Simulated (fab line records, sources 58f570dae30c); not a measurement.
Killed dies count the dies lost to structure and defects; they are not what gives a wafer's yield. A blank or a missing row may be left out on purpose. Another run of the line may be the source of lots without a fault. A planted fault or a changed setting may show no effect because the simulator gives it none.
Comparing a struck lot with a sound one	flow berkeley_cmos170	43 out of 331 route steps
Sound: the wafers L560.1, L560.3, L560.6. Wafers L562.1, L562.3, L562.6 were the ones struck. The cause comes at the end.
Order at every step that has rows: each side's tool, ch and its chambers, its first start. Under that, the readings that differ: sound wafers	struck wafers	difference of the means	sigmas: that difference in standard deviations of wafers without a fault.
alike: a reading whose means differ by less than 2 such deviations, as well as words and numbers matching on both sides. not compared: withheld readings; readings where some wafer has no value; bounds like >300 that might hide an equal value; numbers whose values overlap and for which the record gives no deviation.
The two part at a step that has a row with sigmas, a row that says differs or no value, or rows on one side only. When numbers do not overlap yet have no deviation, they are printed without sigmas and do not part them. A reading missing from all wafers of one side parts the sides only when that side holds two or more wafers.

first, 7 steps without rows for these wafers: UCB170_ACTIVE_CLEAN_17 (cleans in SPM, time 600 s); UCB170_PFIELD_HMDS_00 (prime time 60 s); UCB170_PFIELD_COAT_01 (resist thk 900 nm); UCB170_PFIELD_SOFTBAKE_02 (time 60 s); UCB170_PFIELD_EXPOSE_03 (exposes mask PFIELD, target cd 1500 nm); UCB170_PFIELD_PEB_04; UCB170_PFIELD_DEVELOP_05 (develop time 45 s).
UCB170_PFIELD_OVL_MEAS_06:
  sound on overlay-01 at day 6 11:32; struck on overlay-02 at day 7 08:24
  alike: PFIELD_OVL
next, for these wafers, 1 step has no rows: UCB170_PFIELD_IMPLANT_07.
UCB170_PFIELD_STRIP_08: strips in O2.
  sound on plasma_asher-02 ch 0,1, day 6 11:44; struck on plasma_asher-04 ch 0,1, day 7 08:35
  alike: drypump_motor_current_A, oes_product_au, strip_time_to_endpoint_s
  not compared: rf_hours_counter_h
UCB170_PFIELD_TW_MEAS_09:
  sound on film_metro-04 at day 6 11:50; struck on film_metro-02 at day 7 08:41
  alike: PFIELD_TW
then, 1 step without rows for these wafers: UCB170_FIELD_CLEAN_00 (cleans in dHF, time 7.5 s).
UCB170_FIELD_OXIDATION_01: target thk 558.3 nm, ox time 7200 s.
  sound on furnace-01 ch 0, day 6 12:59; struck on furnace-01 ch 0, day 7 09:52
reading	sound	struck	difference	sigmas
spike_tc_centre_C (C)	1001.8 1000.7 1001.7	1009.4 1008.3 1010.0	+7.8	+7
spike_tc_load_C (C)	1024.2 1025.0 1025.0	1031.4 1032.9 1033.4	+7.8	+4
tube_center_temp_C (C)	999.9 1000 999.92	1008.1 1008.1 1007.9	+8.1	+92
tube_center_temp_C_max	1001.8 1002.8 1001.9	1011.0 1010.0 1010.6	+8.4	+20
model.SiO2_of_FIELD_OXIDATION_01.thk_nm (nm)	555.5 559.3 565.2	603.9 601.2 596.6	+40.6	
UCB170_FIELD_THK_MEAS_02:
  sound on film_metro-03 at day 6 16:02; struck on film_metro-04 at day 7 12:52
reading	sound	struck	difference	sigmas
FIELD_OXIDE_THK (nm)	555 559 565	604 602 596	+41	+4
then, 3 steps without rows for these wafers: UCB170_FIELD_ANNEAL_03 (time 1200 s); UCB170_FIELD_WET_ETCH_04 (etches SiO2 in dHF, time 60 s); UCB170_FIELD_WET_ETCH_05 (etches Si3N4 in H3PO4, time 12600 s).
UCB170_FIELD_WET_ETCH_06: etches SiO2 in BOE, time 22 s.
  sound on wet_bench-01 ch 3, day 6 22:21; struck on wet_bench-01 ch 0, day 7 20:23
reading	sound	struck	difference	sigmas
model.SiO2_of_FIELD_OXIDATION_01.thk_nm (nm)	437.8 441.9 447.9	487.9 484.9 480.4	+41.9	
UCB170_FIELD_THK_MEAS_90:
  sound on film_metro-03 at day 6 22:22; struck on film_metro-03 at day 7 20:24
reading	sound	struck	difference	sigmas
FIELD_OXIDE_LEFT_1_THK (nm)	438 442 448	488 485 481	+42	+5
then, 2 steps without rows for these wafers: UCB170_SACOX_CLEAN_00 (cleans in dHF, time 7.5 s); UCB170_SACOX_OXIDATION_01 (target thk 14.4 nm, ox time 2400 s).
UCB170_SACOX_THK_MEAS_02:
  sound on film_metro-03 at day 7 01:51; struck on film_metro-03 at day 7 22:12
  alike: SACOX_OXIDE_THK
then, 2 steps without rows for these wafers: UCB170_SCREENOX_WET_ETCH_00 (etches SiO2 in dHF, time 200 s); UCB170_SCREENOX_OXIDATION_01 (target thk 14.4 nm, ox time 2400 s).
UCB170_SCREENOX_THK_MEAS_02:
  sound on film_metro-03 at day 7 03:39; struck on film_metro-02 at day 8 01:07
  alike: SCREENOX_OXIDE_THK
then, 7 steps without rows for these wafers: UCB170_SCREENOX_ANNEAL_03 (time 900 s); UCB170_NVT_HMDS_00 (prime time 60 s); UCB170_NVT_COAT_01 (resist thk 900 nm); UCB170_NVT_SOFTBAKE_02 (time 60 s); UCB170_NVT_EXPOSE_03 (exposes mask PWELL, target cd 3000 nm); UCB170_NVT_PEB_04; UCB170_NVT_DEVELOP_05 (develop time 45 s).
UCB170_NVT_OVL_MEAS_06:
  sound on overlay-01 at day 7 07:52; struck on overlay-02 at day 8 05:08
  alike: NVT_OVL
next, for these wafers, 1 step has no rows: UCB170_NVT_IMPLANT_07.
UCB170_NVT_STRIP_08: strips in O2.
  sound on plasma_asher-02 ch 0,1, day 7 08:03; struck on plasma_asher-02 ch 0,1, day 8 05:19
  alike: drypump_motor_current_A, oes_product_au, strip_time_to_endpoint_s
  not compared: rf_hours_counter_h
UCB170_NVT_TW_MEAS_09:
  sound on film_metro-01 at day 7 08:13; struck on film_metro-02 at day 8 05:25
  alike: NVT_TW
then, 6 steps without rows for these wafers: UCB170_NVT_CLEAN_10 (cleans in SPM, time 600 s); UCB170_PVT_HMDS_00 (prime time 60 s); UCB170_PVT_COAT_01 (resist thk 900 nm); UCB170_PVT_SOFTBAKE_02 (time 60 s); UCB170_PVT_EXPOSE_03 (exposes mask NWELL, target cd 3000 nm); UCB170_PVT_PEB_04.
UCB170_FIELD_THK_MEAS_91:
  sound on film_metro-01 at day 7 11:06; struck on film_metro-03 at day 8 08:38
reading	sound	struck	difference	sigmas
FIELD_OXIDE_LEFT_2_THK (nm)	350 354 360	398 395 390	+40	+4

== WHERE THEY PART ==
Earliest at UCB170_FIELD_OXIDATION_01; latest, in this record, at UCB170_FIELD_THK_MEAS_91.

WHY: the cause the simulator had injected
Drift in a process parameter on furnace-01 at UCB170_FIELD_OXIDATION_01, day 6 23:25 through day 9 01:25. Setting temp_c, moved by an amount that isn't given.
